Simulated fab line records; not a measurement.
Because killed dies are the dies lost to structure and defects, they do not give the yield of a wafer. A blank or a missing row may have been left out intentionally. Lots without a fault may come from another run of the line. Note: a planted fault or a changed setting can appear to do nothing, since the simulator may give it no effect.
fab line records ; flow berkeley_cmos170
record: lots: 5; wafers: 23
route steps=331 shown V1@263 M2@276 V2@294 M3@321
start_h: hours from the record's first day to the start of the lot's first wafer shown ; wait_h: time in hours since the lot's previous step ; " as in the row above ; L1.1+2: one row covering several wafers at once ; - no value, or no start given ; * or withheld: withheld ; < > ~ a bound
route shown NAME@n: names a module that has steps shown in the file, with the first one's number in the route ; usual: mean/standard deviation of fault-free wafers ; same: alike in all rows ; chamber/n: place in a boat ; sites: per-site readings ; _std_site: the standard deviation of these ; _edge_site: mean of outer sites minus mean of inner sites ; radius_mm: for every site, how far away it sits from the centre of the wafer ; mask NAME#n: copy n ; behind: the tool/chamber that last shaped the wafer ; hold: why the lot went on hold/how many hours it stayed there/how the hold came to an end ; device: the transistor (n, p or np) that didn't switch ; end of line: tests run on the same wafers once the route is complete ; a step given without rows: its recipe and nothing more ; killed: dies lost to structure and defects at the first sort, not the wafer's yield ; map: a wafer's dies, x killed, . not, _ none there
set.NAME: the setting the step ran with; set.NAME@STEP: the setting that earlier step ran with ; model.NAME: the simulator's own value behind a step, which no gauge read
lots run with intentionally changed settings; tables by step, rows by wafer
== steps ==
step: UCB170_V1_EXPOSE_09
recipe: mask_id: VIA1; target_cd_nm: 700; na: 0.5; sigma_outer: 0.6; source_shape: conventional; dose_mj: 37
lot.wafer;tool;chamber;start_h;wait_h;mask;set.dose_mj
L074.2+3+4;krf_scanner-02;0;188.72;0.1;VIA1#0;37
L077.1+5;krf_scanner-01;0;198.52;0.2;VIA1#0;34.74
L077.2+3+6;krf_scanner-01;0;198.52;0.2;VIA1#0;37
L079.1+2+5;krf_scanner-01;0;217.29;0.2;VIA1#0;37
L079.3+4;krf_scanner-01;0;217.29;0.2;VIA1#0;39.24
L083.1+2+4+5+6;krf_scanner-01;0;224.17;0.2;VIA1#0;37
L085.1+4;krf_scanner-01;0;239.60;0.2;VIA1#0;37
L085.2+3+5;krf_scanner-01;0;239.60;0.2;VIA1#0;35.63
step: UCB170_V1_PEB_10
recipe: peb_temp_c: 130; peb_time_s: withheld; resist: KrF
step: UCB170_V1_DEVELOP_11
recipe: developer: TMAH; develop_time_s: 45; resist: KrF; dev_temp_c: 21
step: UCB170_V1_CD_MEAS_12
recipe: target_cd_nm: 700
usual: cd_nm: 700.0/1.4
lot.wafer;tool;chamber;start_h;wait_h;set.dose_mj@V1_EXPOSE_09;cd_nm
L074.2;cd_sem-01;-;189.54;-;37;702.4
L074.3;cd_sem-01;-;189.54;-;37;701.5
L074.4;cd_sem-01;-;189.54;-;37;701.1
L077.1;cd_sem-01;-;199.24;-;34.74;689.9
L077.2;cd_sem-01;-;199.24;-;37;700.1
L077.3;cd_sem-01;-;199.24;-;37;699.6
L077.5;cd_sem-01;-;199.24;-;34.74;691.1
L077.6;cd_sem-01;-;199.24;-;37;701.8
L079.1;cd_sem-01;-;217.89;-;37;698.9
L079.2;cd_sem-01;-;217.89;-;37;698.5
L079.3;cd_sem-01;-;217.89;-;39.24;709.0
L079.4;cd_sem-01;-;217.89;-;39.24;707.5
L079.5;cd_sem-01;-;217.89;-;37;699.2
L083.1;cd_sem-02;-;225.06;-;37;699.5
L083.2;cd_sem-02;-;225.06;-;37;697.4
L083.4;cd_sem-02;-;225.06;-;37;699.9
L083.5;cd_sem-02;-;225.06;-;37;698.8
L083.6;cd_sem-02;-;225.06;-;37;699.2
L085.1;cd_sem-02;-;240.47;-;37;701.1
L085.2;cd_sem-02;-;240.47;-;35.63;694.7
L085.3;cd_sem-02;-;240.47;-;35.63;695.7
L085.4;cd_sem-02;-;240.47;-;37;700.6
L085.5;cd_sem-02;-;240.47;-;35.63;694.5
step: UCB170_V1_ETCH_14
recipe: chemistry: CHF3/CF4/Ar; target: SiO2; stop_on: Al; CHF3_flow_sccm: 45; cf4_flow_sccm: 15; Ar_flow_sccm: 150; pressure_mtorr: 200; rf_w: 684.5; target_depth_a: 12500; over_etch_frac: 0.25; time_s: 291
lot.wafer;tool;chamber;start_h;wait_h;set.spin_rpm@V1_COAT_07;set.dose_mj@V1_EXPOSE_09;model.KrF_of_V1_COAT_07.thk_nm;model.V1.cd_nm
L074.2;rie_diel-03;0;189.68;0.0;1500;37;613.5;701.9
L074.3;rie_diel-03;1;189.68;0.0;1500;37;613.5;701.6
L074.4;rie_diel-03;2;189.68;0.0;1500;37;611.8;701.2
L077.1;rie_diel-04;1;199.40;0.0;1562;34.74;593.4;691.1
L077.2;rie_diel-04;0;199.40;0.0;1500;37;606.5;699.6
L077.3;rie_diel-04;3;199.40;0.0;1500;37;614.6;700.2
L077.5;rie_diel-04;1;199.40;0.0;1500;34.74;610;692.5
L077.6;rie_diel-04;0;199.40;0.0;1562;37;584.9;701.8
L079.1;rie_diel-02;0;218.05;0.0;1500;37;602;698.4
L079.2;rie_diel-02;3;218.05;0.0;1500;37;603.3;698
L079.3;rie_diel-02;1;218.05;0.0;1552;39.24;579.2;708.4
L079.4;rie_diel-02;2;218.05;0.0;1500;39.24;612.6;706.2
L079.5;rie_diel-02;3;218.05;0.0;1552;37;590;698.4
L083.1;rie_diel-04;0;225.22;0.0;1500;37;609.3;698.5
L083.2;rie_diel-04;2;225.22;0.0;1390;37;638.1;697.2
L083.4;rie_diel-04;1;225.22;0.0;1500;37;611;701.3
L083.5;rie_diel-04;3;225.22;0.0;1390;37;648;697.9
L083.6;rie_diel-04;0;225.22;0.0;1390;37;640;698.2
L085.1;rie_diel-04;0;240.63;0.0;1500;37;603.6;700.6
L085.2;rie_diel-04;3;240.63;0.0;1500;35.63;615.4;695.3
L085.3;rie_diel-04;1;240.63;0.0;1500;35.63;607.4;697.6
L085.4;rie_diel-04;2;240.63;0.0;1500;37;606.5;700.7
L085.5;rie_diel-04;1;240.63;0.0;1500;35.63;608.9;695.9
step: UCB170_V1_STRIP_15
recipe: chemistry: O2; power_w: 400; pressure_mtorr: 3500; platen_temp_c: withheld; o2_flow_sccm: 400; overash_fraction: 0.5
usual: strip_time_to_endpoint_s: 15.31/0.11
lot.wafer;tool;chamber;start_h;wait_h;set.spin_rpm@V1_COAT_07;strip_time_to_endpoint_s
L074.2;plasma_asher-04;0;189.86;0.1;1500;15.39
L074.3;plasma_asher-04;1;189.86;0.1;1500;15.41
L074.4;plasma_asher-04;0;189.86;0.1;1500;15.38
L077.1;plasma_asher-04;1;199.57;0.1;1562;14.92
L077.2;plasma_asher-04;0;199.57;0.1;1500;15.23
L077.3;plasma_asher-04;1;199.57;0.1;1500;15.43
L077.5;plasma_asher-04;0;199.57;0.1;1500;15.30
L077.6;plasma_asher-04;1;199.57;0.1;1562;14.71
L079.1;plasma_asher-02;1;218.23;0.1;1500;15.13
L079.2;plasma_asher-02;0;218.23;0.1;1500;15.13
L079.3;plasma_asher-02;0;218.23;0.1;1552;14.57
L079.4;plasma_asher-02;1;218.23;0.1;1500;15.38
L079.5;plasma_asher-02;0;218.23;0.1;1552;14.84
L083.1;plasma_asher-02;1;225.39;0.1;1500;15.29
L083.2;plasma_asher-02;0;225.39;0.1;1390;15.90
L083.4;plasma_asher-02;1;225.39;0.1;1500;15.34
L083.5;plasma_asher-02;0;225.39;0.1;1390;16.14
L083.6;plasma_asher-02;1;225.39;0.1;1390;15.96
L085.1;plasma_asher-03;0;240.80;0.1;1500;15.14
L085.2;plasma_asher-03;1;240.80;0.1;1500;15.44
L085.3;plasma_asher-03;1;240.80;0.1;1500;15.25
L085.4;plasma_asher-03;0;240.80;0.1;1500;15.23
L085.5;plasma_asher-03;0;240.80;0.1;1500;15.28
step: UCB170_V1_CD_MEAS_90
recipe: target_cd_nm: 700
usual: cd_nm: 699.8/1.7
lot.wafer;tool;chamber;start_h;wait_h;set.dose_mj@V1_EXPOSE_09;cd_nm
L074.2;cd_sem-01;-;189.98;0.1;37;701.7
L074.3;cd_sem-01;-;189.98;0.1;37;701.6
L074.4;cd_sem-01;-;189.98;0.1;37;701.1
L077.1;cd_sem-01;-;199.67;0.1;34.74;691.1
L077.2;cd_sem-01;-;199.67;0.1;37;699.2
L077.3;cd_sem-01;-;199.67;0.1;37;700.5
L077.5;cd_sem-01;-;199.67;0.1;34.74;692.7
L077.6;cd_sem-01;-;199.67;0.1;37;701.7
L079.1;cd_sem-02;-;218.33;0.1;37;698.4
L079.2;cd_sem-02;-;218.33;0.1;37;698.1
L079.3;cd_sem-02;-;218.33;0.1;39.24;708.6
L079.4;cd_sem-02;-;218.33;0.1;39.24;706.4
L079.5;cd_sem-02;-;218.33;0.1;37;698.0
L083.1;cd_sem-01;-;225.49;0.1;37;698.8
L083.2;cd_sem-01;-;225.49;0.1;37;697.2
L083.4;cd_sem-01;-;225.49;0.1;37;701.2
L083.5;cd_sem-01;-;225.49;0.1;37;697.7
L083.6;cd_sem-01;-;225.49;0.1;37;698.1
L085.1;cd_sem-02;-;240.90;0.1;37;700.6
L085.2;cd_sem-02;-;240.90;0.1;35.63;694.8
L085.3;cd_sem-02;-;240.90;0.1;35.63;697.4
L085.4;cd_sem-02;-;240.90;0.1;37;700.8
L085.5;cd_sem-02;-;240.90;0.1;35.63;695.9
step: UCB170_M2_COAT_05
recipe: resist: KrF; spin_rpm: 1500; resist_thk_nm: 900
lot.wafer;tool;chamber;start_h;wait_h;set.spin_rpm;model.KrF_of_M2_COAT_05.thk_nm
L074.2;litho_track-04;0;190.58;0.1;1500;903.2
L074.3;litho_track-04;0;190.58;0.1;1500;903.9
L074.4;litho_track-04;0;190.58;0.1;1500;904.3
L077.1;litho_track-03;0;200.27;0.1;1397;935.1
L077.2;litho_track-03;0;200.27;0.1;1397;934.9
L077.3;litho_track-03;0;200.27;0.1;1397;937
L077.5;litho_track-03;0;200.27;0.1;1500;900.5
L077.6;litho_track-03;0;200.27;0.1;1500;903.1
L079.1;litho_track-03;0;218.93;0.1;1500;901.5
L079.2;litho_track-03;0;218.93;0.1;1500;903.1
L079.3+4;litho_track-03;0;218.93;0.1;1500;902.5
L079.5;litho_track-03;0;218.93;0.1;1500;900.7
L083.1;litho_track-04;0;226.88;0.1;1500;898.5
L083.2;litho_track-04;0;226.88;0.1;1600;872.2
L083.4;litho_track-04;0;226.88;0.1;1500;897.2
L083.5;litho_track-04;0;226.88;0.1;1500;898.1
L083.6;litho_track-04;0;226.88;0.1;1600;869.7
L085.1;litho_track-01;0;241.59;0.1;1500;900.9
L085.2;litho_track-01;0;241.59;0.1;1562;884.9
L085.3;litho_track-01;0;241.59;0.1;1500;902.5
L085.4;litho_track-01;0;241.59;0.1;1500;903.4
L085.5;litho_track-01;0;241.59;0.1;1562;886.9
step: UCB170_M2_SOFTBAKE_06
recipe: resist: KrF; temp_c: 130; time_s: 60
step: UCB170_M2_STRIP_07
recipe: chemistry: O2; power_w: 400; pressure_mtorr: 3500; platen_temp_c: withheld; o2_flow_sccm: 400; overash_fraction: 0.5
usual: strip_time_to_endpoint_s: 22.00/0.06
lot.wafer;tool;chamber;start_h;wait_h;set.spin_rpm@M2_COAT_05;strip_time_to_endpoint_s
L074.2;plasma_asher-01;0;190.86;0.1;1500;22.04
L074.3;plasma_asher-01;0;190.86;0.1;1500;22.05
L074.4;plasma_asher-01;1;190.86;0.1;1500;22.06
L077.1;plasma_asher-02;0;200.57;0.1;1397;22.82
L077.2;plasma_asher-02;1;200.57;0.1;1397;22.80
L077.3;plasma_asher-02;1;200.57;0.1;1397;22.85
L077.5;plasma_asher-02;0;200.57;0.1;1500;21.97
L077.6;plasma_asher-02;1;200.57;0.1;1500;22.04
L079.1;plasma_asher-01;1;219.23;0.1;1500;22.02
L079.2;plasma_asher-01;0;219.23;0.1;1500;22.04
L079.3;plasma_asher-01;0;219.23;0.1;1500;22.01
L079.4;plasma_asher-01;1;219.23;0.1;1500;22.02
L079.5;plasma_asher-01;0;219.23;0.1;1500;21.97
L083.1;plasma_asher-02;1;227.18;0.1;1500;21.94
L083.2;plasma_asher-02;0;227.18;0.1;1600;21.31
L083.4;plasma_asher-02;0;227.18;0.1;1500;21.89
L083.5;plasma_asher-02;1;227.18;0.1;1500;21.94
L083.6;plasma_asher-02;0;227.18;0.1;1600;21.24
L085.1;plasma_asher-01;1;241.89;0.1;1500;21.99
L085.2;plasma_asher-01;0;241.89;0.1;1562;21.60
L085.3;plasma_asher-01;1;241.89;0.1;1500;22.04
L085.4;plasma_asher-01;0;241.89;0.1;1500;22.05
L085.5;plasma_asher-01;1;241.89;0.1;1562;21.66
step: UCB170_V2_CMP_02
recipe: material: SiO2; down_force_psi: 6; platen_rpm: 60; pad_velocity_m_s: 0.75398
lot.wafer;tool;chamber;start_h;wait_h;set.leave_above_ref_nm;model.SiO2_of_V2_CVD_00.thk_nm
L074.3;cmp-02;2;193.52;0.0;1000;998.3
L074.2;cmp-02;0;193.52;0.0;1000;996.4
L074.4;cmp-02;1;193.52;0.0;1000;997.3
L077.1+2;cmp-01;2,1;204.96;0.1;1000;1001
L077.3;cmp-01;0;204.96;0.1;962.7;964.5
L077.5;cmp-01;2;204.96;0.1;1000;1000
L077.6;cmp-01;3;204.96;0.1;962.7;961.6
L079.1+3;cmp-01;3,0;221.33;0.1;1068;1068
L079.4;cmp-01;1;221.33;0.1;1000;998.8
L079.2;cmp-01;2;221.33;0.1;1000;1000
L079.5;cmp-01;3;221.33;0.1;1068;1067
L083.4;cmp-02;0;229.95;0.1;931;929.3
L083.2;cmp-02;1;229.95;0.1;1000;999.7
L083.1;cmp-02;2;229.95;0.1;931;930.7
L083.6;cmp-02;3;229.95;0.1;931;931.6
L083.5;cmp-02;0;229.95;0.1;1000;997.8
L085.3;cmp-02;1;243.95;0.0;1000;998.4
L085.4+5;cmp-02;2;243.95;0.0;1000;1000
L085.1;cmp-02;3;243.95;0.0;1000;999.7
L085.2;cmp-02;0;243.95;0.0;1000;999.6
step: UCB170_V2_THK_MEAS_04
recipe: reads: SiO2_of_V2_CVD_00
usual: V2_POLISHED_THK: 999.5/1.2
lot.wafer;tool;chamber;start_h;wait_h;set.leave_above_ref_nm@V2_CMP_02;V2_POLISHED_THK[nm]
L074.2;film_metro-01;-;193.95;0.1;1000;996.6
L074.3;film_metro-01;-;193.95;0.1;1000;998.3
L074.4;film_metro-01;-;193.95;0.1;1000;998.1
L077.1;film_metro-01;-;205.38;0.1;1000;1000.7
L077.2;film_metro-01;-;205.38;0.1;1000;1000.7
L077.3;film_metro-01;-;205.38;0.1;962.7;964.6
L077.5;film_metro-01;-;205.38;0.1;1000;999.8
L077.6;film_metro-01;-;205.38;0.1;962.7;962.2
L079.1;film_metro-01;-;221.75;0.1;1068;1067.1
L079.2;film_metro-01;-;221.75;0.1;1000;1001.0
L079.3;film_metro-01;-;221.75;0.1;1068;1067.6
L079.4;film_metro-01;-;221.75;0.1;1000;999.4
L079.5;film_metro-01;-;221.75;0.1;1068;1066.8
L083.1;film_metro-02;-;230.32;0.1;931;930.3
L083.2;film_metro-02;-;230.32;0.1;1000;999.1
L083.4;film_metro-02;-;230.32;0.1;931;929.4
L083.5;film_metro-02;-;230.32;0.1;1000;997.9
L083.6;film_metro-02;-;230.32;0.1;931;931.9
L085.1;film_metro-01;-;244.37;0.1;1000;999.7
L085.2;film_metro-01;-;244.37;0.1;1000;999.9
L085.3;film_metro-01;-;244.37;0.1;1000;998.6
L085.4;film_metro-01;-;244.37;0.1;1000;999.5
L085.5;film_metro-01;-;244.37;0.1;1000;1001.0
step: UCB170_V2_DEVELOP_11
recipe: developer: TMAH; develop_time_s: 45; resist: KrF; dev_temp_c: 21
lot.wafer;tool;chamber;start_h;wait_h;set.develop_time_s
L074.2+3+4;litho_track-04;0;-;-;45
L077.1+3+6;litho_track-03;0;-;-;45
L077.2+5;litho_track-03;0;-;-;47.94
L079.1+2+3+4+5;litho_track-02;0;-;-;45
L083.1+2+4+5+6;litho_track-03;0;-;-;45
L085.1+2+5;litho_track-03;0;-;-;45
L085.3+4;litho_track-03;0;-;-;47.23
step: UCB170_V2_ETCH_14
recipe: chemistry: CHF3/CF4/Ar; target: SiO2; stop_on: Al; CHF3_flow_sccm: 45; cf4_flow_sccm: 15; Ar_flow_sccm: 150; pressure_mtorr: 200; rf_w: 700; target_depth_a: 12500; over_etch_frac: 0.25; time_s: 291
lot.wafer;tool;chamber;start_h;wait_h;set.leave_above_ref_nm@V2_CMP_02;model.etch.depth_nm;model.V2.feature_depth_nm
L074.2;rie_diel-02;1;196.16;0.0;1000;996.4;996.8
L074.3;rie_diel-02;0;196.16;0.0;1000;998.3;998.3
L074.4;rie_diel-02;3;196.16;0.0;1000;997.3;997.3
L077.1+2;rie_diel-03;3,0;206.74;0.0;1000;1001;1001
L077.3;rie_diel-03;2;206.74;0.0;962.7;964.5;964.9
L077.5;rie_diel-03;3;206.74;0.0;1000;1000;1000
L077.6;rie_diel-03;2;206.74;0.0;962.7;961.6;961.9
L079.1+3;rie_diel-03;0,3;223.00;0.0;1068;1068;1068
L079.2;rie_diel-03;1;223.00;0.0;1000;1000;1000
L079.4;rie_diel-03;2;223.00;0.0;1000;998.8;999.2
L079.5;rie_diel-03;1;223.00;0.0;1068;1067;1067
L083.1;rie_diel-02;0;231.69;0.0;931;930.7;930.7
L083.2;rie_diel-02;1;231.69;0.0;1000;999.7;1000
L083.4;rie_diel-02;2;231.69;0.0;931;929.3;929.3
L083.5;rie_diel-02;0;231.69;0.0;1000;997.8;997.8
L083.6;rie_diel-02;3;231.69;0.0;931;931.6;931.6
L085.1;rie_diel-03;2;245.60;0.0;1000;999.7;1000
L085.2;rie_diel-03;0;245.60;0.0;1000;999.6;999.6
L085.3;rie_diel-03;1;245.60;0.0;1000;998.4;998.4
L085.4;rie_diel-03;2;245.60;0.0;1000;1000;1000
L085.5;rie_diel-03;1;245.60;0.0;1000;1000;1001
step: UCB170_M3_EXPOSE_12
recipe: mask_id: METAL3; target_cd_nm: 700; na: 0.5; sigma_outer: 0.6; source_shape: conventional; dose_mj: 26
lot.wafer;tool;chamber;start_h;wait_h;mask;set.dose_mj
L074.2+3+4;krf_scanner-01;0;199.09;-;METAL3#0;26
L077.1+3+5;krf_scanner-01;0;208.87;-;METAL3#0;26
L077.2+6;krf_scanner-01;0;208.87;-;METAL3#0;25.39
L079.1+2+3;krf_scanner-02;0;225.63;-;METAL3#0;27.61
L079.4+5;krf_scanner-02;0;225.63;-;METAL3#0;26
L083.1+5;krf_scanner-02;0;234.63;-;METAL3#0;24.57
L083.2+4+6;krf_scanner-02;0;234.63;-;METAL3#0;26
L085.1+5;krf_scanner-01;0;248.58;-;METAL3#0;27.36
L085.2+3+4;krf_scanner-01;0;248.58;-;METAL3#0;26
step: UCB170_M3_PEB_13
recipe: peb_temp_c: 130; peb_time_s: withheld; resist: KrF
step: UCB170_M3_DEVELOP_14
recipe: developer: TMAH; develop_time_s: 45; resist: KrF; dev_temp_c: 21
step: UCB170_M3_CD_MEAS_15
recipe: target_cd_nm: 700
usual: cd_nm: 700.1/1.4
lot.wafer;tool;chamber;start_h;wait_h;set.dose_mj@M3_EXPOSE_12;cd_nm
L074.2;cd_sem-02;-;199.81;-;26;698.7
L074.3;cd_sem-02;-;199.81;-;26;697.5
L074.4;cd_sem-02;-;199.81;-;26;698.8
L077.1;cd_sem-01;-;209.59;-;26;701.6
L077.2;cd_sem-01;-;209.59;-;25.39;706.5
L077.3;cd_sem-01;-;209.59;-;26;700.9
L077.5;cd_sem-01;-;209.59;-;26;701.4
L077.6;cd_sem-01;-;209.59;-;25.39;706.6
L079.1;cd_sem-01;-;226.68;-;27.61;689.7
L079.2;cd_sem-01;-;226.68;-;27.61;691.1
L079.3;cd_sem-01;-;226.68;-;27.61;690.3
L079.4;cd_sem-01;-;226.68;-;26;699.1
L079.5;cd_sem-01;-;226.68;-;26;702.1
L083.1;cd_sem-01;-;235.02;-;24.57;711.2
L083.2;cd_sem-01;-;235.02;-;26;699.5
L083.4;cd_sem-01;-;235.02;-;26;700.9
L083.5;cd_sem-01;-;235.02;-;24.57;710.6
L083.6;cd_sem-01;-;235.02;-;26;700.5
L085.1;cd_sem-02;-;249.27;-;27.36;690.9
L085.2;cd_sem-02;-;249.27;-;26;700.0
L085.3;cd_sem-02;-;249.27;-;26;700.7
L085.4;cd_sem-02;-;249.27;-;26;699.2
L085.5;cd_sem-02;-;249.27;-;27.36;691.4
step: UCB170_M3_ETCH_17
recipe: chemistry: N2/H2; target_depth_a: withheld; overetch_a: withheld; target: BARC; time_s: withheld; source_w: 500; bias_w: 101.2; pressure_mtorr: 30; n2_flow_sccm: 100; h2_flow_sccm: 200
lot.wafer;tool;chamber;start_h;wait_h;set.dose_mj@M3_EXPOSE_12;model.M3.cd_nm
L074.2;rie_diel-04;3;199.95;0.0;26;698.8
L074.3;rie_diel-04;0;199.95;0.0;26;697.6
L074.4;rie_diel-04;2;199.95;0.0;26;698.6
L077.1;rie_diel-04;3;209.75;0.0;26;701.6
L077.2;rie_diel-04;0;209.75;0.0;25.39;706.5
L077.3;rie_diel-04;1;209.75;0.0;26;701
L077.5;rie_diel-04;0;209.75;0.0;26;701.9
L077.6;rie_diel-04;1;209.75;0.0;25.39;706.7
L079.1;rie_diel-03;3;226.83;0.0;27.61;689.9
L079.2;rie_diel-03;0;226.83;0.0;27.61;690.6
L079.3;rie_diel-03;1;226.83;0.0;27.61;690.5
L079.4;rie_diel-03;2;226.83;0.0;26;699
L079.5;rie_diel-03;2;226.83;0.0;26;702.3
L083.1;rie_diel-03;3;235.18;0.0;24.57;710.3
L083.2;rie_diel-03;1;235.18;0.0;26;698.8
L083.4;rie_diel-03;0;235.18;0.0;26;700
L083.5;rie_diel-03;2;235.18;0.0;24.57;709.7
L083.6;rie_diel-03;1;235.18;0.0;26;700.5
L085.1;rie_diel-01;2;249.43;0.0;27.36;690.6
L085.2;rie_diel-01;1;249.43;0.0;26;700
L085.3;rie_diel-01;3;249.43;0.0;26;700.9
L085.4;rie_diel-01;0;249.43;0.0;26;699.2
L085.5;rie_diel-01;2;249.43;0.0;27.36;691.2
step: UCB170_M3_METAL_ETCH_18
recipe: chemistry: Cl2/BCl3; target: Al; stop_on: SiO2; pressure_mtorr: 12; target_depth_a: 11700; over_etch_frac: 0.3; time_s: 195; icp_w: 600; bias_w: 120; Cl2_flow_sccm: 90; bcl3_flow_sccm: 45
lot.wafer;tool;chamber;start_h;wait_h;set.over_etch_frac;set.leave_above_ref_nm@V2_CMP_02;set.dose_mj@M3_EXPOSE_12;model.SiO2_of_V2_CVD_00.thk_nm;model.M3.cd_nm
L074.2;rie_metal-02;0;199.99;-;0.3;1000;26;934.9;698.5
L074.3;rie_metal-02;1;199.99;-;0.3;1000;26;938.4;697
L074.4;rie_metal-02;0;199.99;-;0.3;1000;26;935.4;700.9
L077.1;rie_metal-01;1;209.79;-;0.3;1000;26;939;699.4
L077.2;rie_metal-01;0;209.79;-;0.3;1000;25.39;937.6;704.7
L077.3;rie_metal-01;1;209.79;-;0.2735;962.7;26;904.4;702.1
L077.5;rie_metal-01;0;209.79;-;0.2735;1000;26;939;698.3
L077.6;rie_metal-01;1;209.79;-;0.2735;962.7;25.39;901.6;707.8
L079.1;rie_metal-01;1;226.88;-;0.3;1068;27.61;1005;689.8
L079.2;rie_metal-01;0;226.88;-;0.2563;1000;27.61;939.7;688.9
L079.3;rie_metal-01;1;226.88;-;0.3;1068;27.61;1005;690.5
L079.4;rie_metal-01;0;226.88;-;0.2563;1000;26;938.2;699.4
L079.5;rie_metal-01;1;226.88;-;0.2563;1068;26;1008;704.9
L083.1;rie_metal-04;0;235.22;-;0.3591;931;24.57;868.1;715.1
L083.2;rie_metal-04;1;235.22;-;0.3;1000;26;937.8;700.3
L083.4;rie_metal-04;1;235.22;-;0.3;931;26;867.7;702.7
L083.5;rie_metal-04;1;235.22;-;0.3;1000;24.57;935.8;712.1
L083.6;rie_metal-04;0;235.22;-;0.3591;931;26;869.4;704.2
L085.1;rie_metal-02;1;249.47;-;0.3622;1000;27.36;937.7;689.1
L085.2;rie_metal-02;0;249.47;-;0.3622;1000;26;935.1;699.7
L085.3;rie_metal-02;1;249.47;-;0.3;1000;26;939.6;702.6
L085.4;rie_metal-02;0;249.47;-;0.3622;1000;26;935.9;696.2
L085.5;rie_metal-02;0;249.47;-;0.3;1000;27.36;938.7;692.4
step: UCB170_M3_STRIP_19
recipe: chemistry: O2; power_w: 400; pressure_mtorr: 3500; platen_temp_c: withheld; o2_flow_sccm: 400; overash_fraction: 0.5
step: UCB170_M3_CD_MEAS_90
recipe: target_cd_nm: 700
usual: cd_nm: 701/3.3
lot.wafer;tool;chamber;start_h;wait_h;set.dose_mj@M3_EXPOSE_12;cd_nm
L074.2;cd_sem-02;-;200.30;0.1;26;698
L074.3;cd_sem-02;-;200.30;0.1;26;697
L074.4;cd_sem-02;-;200.30;0.1;26;701
L077.1;cd_sem-01;-;210.08;0.1;26;699
L077.2;cd_sem-01;-;210.08;0.1;25.39;705
L077.3;cd_sem-01;-;210.08;0.1;26;702
L077.5;cd_sem-01;-;210.08;0.1;26;698
L077.6;cd_sem-01;-;210.08;0.1;25.39;708
L079.1;cd_sem-01;-;227.16;0.1;27.61;690
L079.2;cd_sem-01;-;227.16;0.1;27.61;689
L079.3;cd_sem-01;-;227.16;0.1;27.61;690
L079.4;cd_sem-01;-;227.16;0.1;26;699
L079.5;cd_sem-01;-;227.16;0.1;26;705
L083.1;cd_sem-01;-;235.51;0.1;24.57;715
L083.2;cd_sem-01;-;235.51;0.1;26;700
L083.4;cd_sem-01;-;235.51;0.1;26;703
L083.5;cd_sem-01;-;235.51;0.1;24.57;712
L083.6;cd_sem-01;-;235.51;0.1;26;704
L085.1;cd_sem-02;-;249.76;0.1;27.36;689
L085.2;cd_sem-02;-;249.76;0.1;26;700
L085.3;cd_sem-02;-;249.76;0.1;26;703
L085.4;cd_sem-02;-;249.76;0.1;26;696
L085.5;cd_sem-02;-;249.76;0.1;27.36;692
== key ==
split: step: UCB170_V1_EXPOSE_09; setting: dose_mj; stated: 37; by: wafer
response: step: UCB170_V1_CD_MEAS_12; reading: cd_nm; change: +1.59; per: 1%; r: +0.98
response: step: UCB170_V1_ETCH_14; reading: model.V1.cd_nm; change: +1.42; per: 1%; r: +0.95
response: step: UCB170_V1_CD_MEAS_90; reading: cd_nm; change: +1.44; per: 1%; r: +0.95
split: step: UCB170_M2_COAT_05; setting: spin_rpm; stated: 1500; by: wafer
response: step: UCB170_M2_COAT_05; reading: model.KrF_of_M2_COAT_05.thk_nm; change: -4.42; per: 1%; r: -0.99
response: step: UCB170_M2_STRIP_07; reading: strip_time_to_endpoint_s; change: *; per: 1%; r: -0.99
split: step: UCB170_V2_CMP_02; setting: leave_above_ref_nm; stated: 1000; by: wafer
response: step: UCB170_V2_CMP_02; reading: model.SiO2_of_V2_CVD_00.thk_nm; change: +9.96; per: 1%; r: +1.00
response: step: UCB170_V2_THK_MEAS_04; reading: V2_POLISHED_THK; change: +9.86; per: 1%; r: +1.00
response: step: UCB170_V2_ETCH_14; reading: model.etch.depth_nm; change: +9.96; per: 1%; r: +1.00
response: step: UCB170_V2_ETCH_14; reading: model.V2.feature_depth_nm; change: +9.94; per: 1%; r: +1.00
response: step: UCB170_M3_METAL_ETCH_18; reading: model.SiO2_of_V2_CVD_00.thk_nm; change: +9.84; per: 1%; r: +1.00
split: step: UCB170_V2_DEVELOP_11; setting: develop_time_s; stated: 45; by: wafer
response none clear
split: step: UCB170_M3_EXPOSE_12; setting: dose_mj; stated: 26; by: wafer
response: step: UCB170_M3_CD_MEAS_15; reading: cd_nm; change: -1.77; per: 1%; r: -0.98
response: step: UCB170_M3_ETCH_17; reading: model.M3.cd_nm; change: -1.78; per: 1%; r: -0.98
response: step: UCB170_M3_METAL_ETCH_18; reading: model.M3.cd_nm; change: -1.96; per: 1%; r: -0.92
response: step: UCB170_M3_CD_MEAS_90; reading: cd_nm; change: -2.01; per: 1%; r: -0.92
split: step: UCB170_M3_METAL_ETCH_18; setting: over_etch_frac; stated: 0.3; by: wafer
response none clear
split outside_this_file step=UCB170_V1_COAT_07 setting=spin_rpm
split outside_this_file: this setting was split too, and the file shows its column; the key of that split is in another file
